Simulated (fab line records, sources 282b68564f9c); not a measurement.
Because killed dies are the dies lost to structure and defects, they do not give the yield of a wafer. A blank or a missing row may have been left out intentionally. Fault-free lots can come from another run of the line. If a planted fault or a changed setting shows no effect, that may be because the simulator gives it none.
Which tool did it?	flow rit_cmos	at 1 step of a route of 202, 14 lots with 42 wafers sampled

WHAT THE GAUGES SHOWED, per wafer
No reading from a measuring or inspecting step in the record can be judged against a usual standard deviation.

EACH LOT AND THE TOOL THAT RAN IT (in order: tool; ch and the chambers of the sampled wafers; start)
lot	RIT_PWELL_DEVELOP_05
L208	litho_track-02 ch 0, day 2 04:00
L209	litho_track-01 ch 0, day 2 08:00
L210	litho_track-03 ch 0, day 2 13:00
L214	litho_track-02 ch 0, day 3 06:00
L215	litho_track-02 ch 0, day 3 11:00
L216	litho_track-03 ch 0, day 3 15:00
L217	litho_track-03 ch 0, day 4 00:00
L218	litho_track-03 ch 0, day 4 03:00
L219	litho_track-03 ch 0, day 4 08:00
L221	litho_track-02, day 4 17:00
L222	litho_track-03, day 4 21:00
L223	litho_track-01 ch 0, day 5 04:00
L230	litho_track-03 ch 0, day 6 14:00
L231	litho_track-03 ch 0, day 6 19:00
- RIT_PWELL_DEVELOP_05: develop time 71.04 s.

WHAT THE TOOLS THEMSELVES READ (means of the sampled wafers that have a number; where no wafer has one, the mark that the record gives instead)
RIT_PWELL_DEVELOP_05.
lot	tool	chill_plate_temp_C (C)	resist_line_temp_C (C)
L208	litho_track-02	23.03	23.03
L209	litho_track-01	23.09	23.00
L210	litho_track-03	23.07	22.84
L214	litho_track-02	23.04	22.99
L215	litho_track-02	22.90	23.06
L216	litho_track-03	22.97	23.07
L217	litho_track-03	23.01	23.03
L218	litho_track-03	23.11	23.04
L219	litho_track-03	22.99	23.03
L221	litho_track-02	-	-
L222	litho_track-03	-	-
L223	litho_track-01	22.89	23.08
L230	litho_track-03	23.00	22.94
L231	litho_track-03	23.03	22.97

THE ANSWER, worked out from the rows above alone
Rule: the lots themselves supply what counts as usual. Put in order of their means at a reading, lots are off if they are a third of the lots or fewer, leave a main group of 4 or more, and stand apart from it by a gap of 3 or more times the standard deviation of the main group's means; of several such gaps the widest counts. The tables above print the reading to a certain number of digits; a main group whose means all agree to those digits is not used. A lot without any number at a reading at which 4 lots or more have one is off too. Where the step has rows for the other lots, those lots are counted as sound. After the gauges, taken in route order, come the tools' own readings; for these a lot's mean is taken, as printed above. The first step at which some lot is off is used, and at that step the reading that is off furthest; a lot without a number counts as furthest.
Off: L221, L222 (RIT_PWELL_DEVELOP_05, chill_plate_temp_C). Without a number there: L221, L222. The main group has a mean of 23.01 C with a standard deviation of 0.065.
If a tool, at that step or one of the process steps before it, ran each lot that is off and ran no sound lot following the first of them, it fits. None of those tried fits.

WHAT WAS PUT IN BY THE SIMULATOR
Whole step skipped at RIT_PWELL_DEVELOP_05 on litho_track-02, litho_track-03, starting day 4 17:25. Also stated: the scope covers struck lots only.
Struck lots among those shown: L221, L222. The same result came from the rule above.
